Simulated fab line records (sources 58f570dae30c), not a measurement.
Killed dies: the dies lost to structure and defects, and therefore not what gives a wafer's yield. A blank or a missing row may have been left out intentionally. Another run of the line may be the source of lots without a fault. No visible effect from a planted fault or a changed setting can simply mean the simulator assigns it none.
Which tool is to blame? | flow berkeley cmos170 | route of 331 steps, sampled at 1 step: 12 lots, 36 wafers

== WHAT THE GAUGES READ, wafer by wafer ==
UCB170_START_BOW_MEAS_00.
lot  | measured    | on            | INCOMING_BOW (um)
L075 | day 1 15:00 | film metro-03 | 0 6 5
L077 | day 2 01:03 | film metro-02 | -8 8 10
L079 | day 2 11:00 | film metro-02 | 9 -4 -8
L081 | day 2 21:01 | film metro-02 | 1 3 -2
L083 | day 3 07:00 | film metro-02 | -2 -6 -10
L085 | day 3 17:00 | film metro-03 | 1 -10 5
L087 | day 4 03:00 | film metro-03 | -9 -5 -4
L089 | day 4 13:00 | film metro-01 | 2 -10 -1
L091 | day 4 23:00 | film metro-03 | 3 7 -8
L093 | day 5 09:00 | film metro-02 | -2 -7 2
L095 | day 5 19:02 | film metro-02 | 11 1 -3
L097 | day 6 05:01 | film metro-02 | 1 10 3

== WHICH TOOL RAN EACH LOT (tool, then ch and the chambers of the sampled wafers, then the start) ==
Record: no process step prior to these readings.

== THE ANSWER, worked out from the rows above alone ==
Rule: usual is defined by the lots themselves. The widest of any qualifying gaps counts: lots, ordered by their means at a reading, are off when they make up no more than a third of the lots, leave a main group of 4 or more, and stand apart from it by 3 or more times the standard deviation of that group's means. A main group is skipped when, at the precision printed for the reading in the tables above, its means are all equal. Also off: a lot with no number at a reading for which 4 or more lots have one. All remaining lots with rows at the step are treated as sound.
No lot is off on any of the readings shown, so nothing can be concluded from this.

== WHAT THE SIMULATOR PUT IN ==
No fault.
